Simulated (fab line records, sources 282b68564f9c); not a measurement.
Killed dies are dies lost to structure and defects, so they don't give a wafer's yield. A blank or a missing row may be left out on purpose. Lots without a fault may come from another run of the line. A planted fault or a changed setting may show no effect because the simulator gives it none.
A struck lot beside a sound one | flow rit_cmos | 27 steps out of a route of 202
Sound: wafers L967.2, L967.3, L967.4. Struck: wafers L973.1, L973.2, L973.5. The cause comes at the end.
At each step with rows: each side's tool, then ch and its chambers, then its first start. Under that, the readings that differ: sound wafers | struck wafers | difference of the means | sigmas: that difference in standard deviations of wafers without a fault.
alike: readings whose means differ by less than 2 such deviations, and words and numbers that are the same on both sides. not compared: withheld readings, readings that some wafer has no value for, bounds like >300 that may hide the same value, and numbers for which the record gives no deviation and whose values overlap.
The two part at a step that has a row with sigmas, a row that says differs or no value, or rows on one side only. Numbers that don't overlap but have no deviation are shown without sigmas and don't part them. A reading that every wafer of one side lacks parts them only if that side has two wafers or more.

first, 4 steps without rows for these wafers: RIT_CONTACT_SOFTBAKE_04 (time 60 s); RIT_CONTACT_EXPOSE_05 (exposes mask M11, target cd 1000 nm); RIT_CONTACT_PEB_06; RIT_CONTACT_DEVELOP_07 (develop time 120 s).
RIT_CONTACT_CD_MEAS_08: target cd 1000 nm.
  sound on cd_sem-01, day 3 19:54; struck on cd_sem-02, day 5 00:10
  reading    | sound             | struck               | difference | sigmas
  cd_nm (nm) | 998.7 998.3 997.4 | 1004.3 1002.8 1004.4 | +5.7       | +3
RIT_CONTACT_OVL_MEAS_09:
  sound on overlay-01, day 3 20:01; struck on overlay-02, day 5 00:17
  alike: CONTACT_OVL
then, 1 step without rows for these wafers: RIT_CONTACT_HARDBAKE_10 (time 60 s).
RIT_CONTACT_ETCH_11: etches SiO2 in CHF3/CF4/Ar, stops on TiSi2, target depth 480 nm, time 320 s.
  sound on rie_diel-01 ch 0,1,3, day 3 20:11; struck on rie_diel-02 ch 0,2, day 5 00:28
  alike: drypump_motor_current_A, oes_product_au, throttle_valve_pct
  not compared: rf_hours_counter_h
RIT_CONTACT_STRIP_12: strips in O2, time 180 s.
  sound on plasma_asher-03 ch 0,1, day 3 20:23; struck on plasma_asher-04 ch 0,1, day 5 00:40
  alike: drypump_motor_current_A
  not compared: rf_hours_counter_h
RIT_CONTACT_CD_MEAS_90: target cd 1000 nm.
  sound on cd_sem-02, day 3 20:35; struck on cd_sem-01, day 5 00:50
  reading    | sound             | struck               | difference | sigmas
  cd_nm (nm) | 998.1 998.2 997.2 | 1004.1 1002.3 1004.1 | +5.7       | +3
then, 2 steps without rows for these wafers: RIT_CONTACT_CLEAN_13 (cleans in SC1, time 600 s); RIT_CONTACT_CLEAN_14 (cleans in SC2, time 600 s).
RIT_M1_SPUTTER_00: material Al, target thk 400 nm, time 500 s.
  sound on pvd_sputter-04, day 3 21:02; struck on pvd_sputter-04, day 5 01:47
  alike: throttle_valve_pct
RIT_M1_RS_MEAS_01: measures by four-point-probe.
  sound on film_metro-01, day 3 21:20; struck on film_metro-04, day 5 02:04
  reading           | sound                | struck               | difference | sigmas
  M1_AL_RS (ohm/sq) | 0.0723 0.0723 0.0732 | 0.0363 0.0365 0.0361 | -0.0363    | -44
RIT_M1_THK_MEAS_02: measures by xrf.
  sound on film_metro-01, day 3 21:27; struck on film_metro-04, day 5 02:17
  reading        | sound       | struck      | difference | sigmas
  M1_AL_THK (nm) | 397 399 392 | 794 793 791 | +397       | +66
then, 6 steps without rows for these wafers: RIT_M1_HMDS_03 (prime time 60 s); RIT_M1_COAT_04 (resist thk 1300 nm); RIT_M1_SOFTBAKE_05 (time 60 s); RIT_M1_EXPOSE_06 (exposes mask M12, target cd 2600 nm); RIT_M1_PEB_07; RIT_M1_DEVELOP_08 (develop time 68 s).
RIT_M1_CD_MEAS_09: target cd 2600 nm.
  sound on cd_sem-01, day 3 22:29; struck on cd_sem-02, day 5 03:27
  alike: cd_nm
RIT_M1_OVL_MEAS_10:
  sound on overlay-02, day 3 22:35; struck on overlay-02, day 5 03:34
  alike: M1_OVL
then, 1 step without rows for these wafers: RIT_M1_HARDBAKE_11 (time 120 s).
RIT_M1_METAL_ETCH_12: etches Al in Cl2/BCl3, stops on SiO2, time 165 s, target depth 600 nm.
  sound on rie_metal-02 ch 1, day 3 23:07; struck on rie_metal-02 ch 1, day 5 03:51
  reading                        | sound             | struck            | difference | sigmas
  oes_product_au (a.u.)          | 0.798 0.796 0.797 | 0.999 1.010 0.994 | +0.204     | +20
  model.etch.depth_nm (nm)       | 404.4 404.8 399.7 | 580.3 584.2 580.8 | +178.8     |
  model.M1.feature_depth_nm (nm) | 436.2 436.3 431.4 | 580.3 584.2 580.8 | +147.1     |
  alike: drypump_motor_current_A, mfc_cl2_sccm, throttle_valve_pct
  not compared: rf_hours_counter_h
then, 1 step without rows for these wafers: RIT_M1_STRIP_13 (strips in nmp, time 600 s).
RIT_M1_PROBE_99:
  sound on prober-01, day 4 01:31; struck on prober-01, day 5 06:28
  reading                  | sound          | struck          | difference | sigmas
  defect_limited_yield (%) | 98.5 97.3 98.9 | 0 0 0           | -98        | -82
  killed_at_M0_to_M3       | 0 1 0          | 262 255 257     | +258       | +99 or more
  killed_dies              | 4 7 3          | 264 264 264     | +259       | +84
  killed_on_rim            | 3 1 0          | 70 70 70        | +69        | +46
  sort_bin_5_function (%)  | 0.8 0.8 0.8    | 100.0 97.3 97.7 | +97.5      | +99 or more
  sort_n_pass              | 260 257 261    | 0 0 0           | -259       | -84
  sort_yield_pct (%)       | 98.5 97.3 98.9 | 0 0 0           | -98        | -82
  alike: killed_at_front_end, killed_open, killed_short, sort_bin_3_pad_short, sort_bin_6_memory

WHERE THEY PART
First at RIT_CONTACT_CD_MEAS_08; last, within this record, at RIT_M1_PROBE_99.

WHY: what the simulator had put in
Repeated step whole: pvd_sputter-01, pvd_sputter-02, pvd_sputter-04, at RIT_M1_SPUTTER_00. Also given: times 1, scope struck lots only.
